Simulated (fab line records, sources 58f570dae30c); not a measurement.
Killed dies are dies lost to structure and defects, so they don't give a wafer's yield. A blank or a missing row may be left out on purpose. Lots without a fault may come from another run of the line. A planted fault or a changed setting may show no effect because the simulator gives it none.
A struck lot beside a sound one | flow berkeley_cmos170 | 14 steps out of a route of 331
Sound: wafers L867.1, L867.2, L867.3. Struck: wafers L857.1, L857.3, L857.6. The cause comes at the end.
At each step with rows: each side's tool, then ch and its chambers, then its first start. Under that, the readings that differ: sound wafers | struck wafers | difference of the means | sigmas: that difference in standard deviations of wafers without a fault.
alike: readings whose means differ by less than 2 such deviations, and words and numbers that are the same on both sides. not compared: withheld readings, readings that some wafer has no value for, bounds like >300 that may hide the same value, and numbers for which the record gives no deviation and whose values overlap.
The two part at a step that has a row with sigmas, a row that says differs or no value, or rows on one side only. Numbers that don't overlap but have no deviation are shown without sigmas and don't part them. A reading that every wafer of one side lacks parts them only if that side has two wafers or more.

UCB170_PLDD_STRIP_10: strips in O2.
  sound on plasma_asher-01 ch 0,1, day 9 07:38; struck on plasma_asher-04 ch 0,1, day 7 18:15
  alike: drypump_motor_current_A, oes_product_au, strip_time_to_endpoint_s
  not compared: rf_hours_counter_h
UCB170_PLDD_TW_MEAS_11:
  sound on film_metro-04, day 9 07:44; struck on film_metro-04, day 7 18:21
  alike: PLDD_TW
then, 7 steps without rows for these wafers: UCB170_PLDD_CLEAN_12 (cleans in SPM, time 600 s); UCB170_NLDD_HMDS_00 (prime time 60 s); UCB170_NLDD_COAT_01 (resist thk 900 nm); UCB170_NLDD_SOFTBAKE_02 (time 60 s); UCB170_NLDD_EXPOSE_03 (exposes mask NSELECT, target cd 1200 nm); UCB170_NLDD_PEB_04; UCB170_NLDD_DEVELOP_05 (develop time 45 s).
UCB170_NLDD_CD_MEAS_06: target cd 1200 nm.
  sound on cd_sem-01, day 9 09:08; struck on cd_sem-01, day 7 19:56
  alike: cd_nm
UCB170_NLDD_OVL_MEAS_07:
  sound on overlay-02, day 9 09:15; struck on overlay-01, day 7 20:03
  alike: NLDD_OVL
then, 1 step without rows for these wafers: UCB170_NLDD_IMPLANT_08.
UCB170_NLDD_IMPLANT_09:
  sound on implanter-03 ch 0, day 9 09:26; struck on implanter-01 ch 0, day 7 20:14
  reading                   | sound                | struck               | difference | sigmas
  beam_energy_keV           | 30.000 29.988 30.005 | 29.061 29.068 29.056 | -0.936     | -85
  model.implant.drp_nm (nm) | 9.611 9.611 9.611    | 9.393 9.393 9.393    | -0.218     |
  alike: faraday_current_uA
UCB170_NLDD_STRIP_10: strips in O2.
  sound on plasma_asher-04 ch 0,1, day 9 09:35; struck on plasma_asher-02 ch 0, day 7 20:23
  alike: drypump_motor_current_A, oes_product_au, strip_time_to_endpoint_s
  not compared: rf_hours_counter_h

WHERE THEY PART
Only at UCB170_NLDD_IMPLANT_09, within this record. Later steps at which nothing parts them and some readings are alike: UCB170_NLDD_STRIP_10.

WHY: what the simulator had put in
Process parameter drift: implanter-01, from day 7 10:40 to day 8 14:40, at UCB170_NLDD_IMPLANT_09. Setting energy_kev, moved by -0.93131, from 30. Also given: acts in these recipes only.
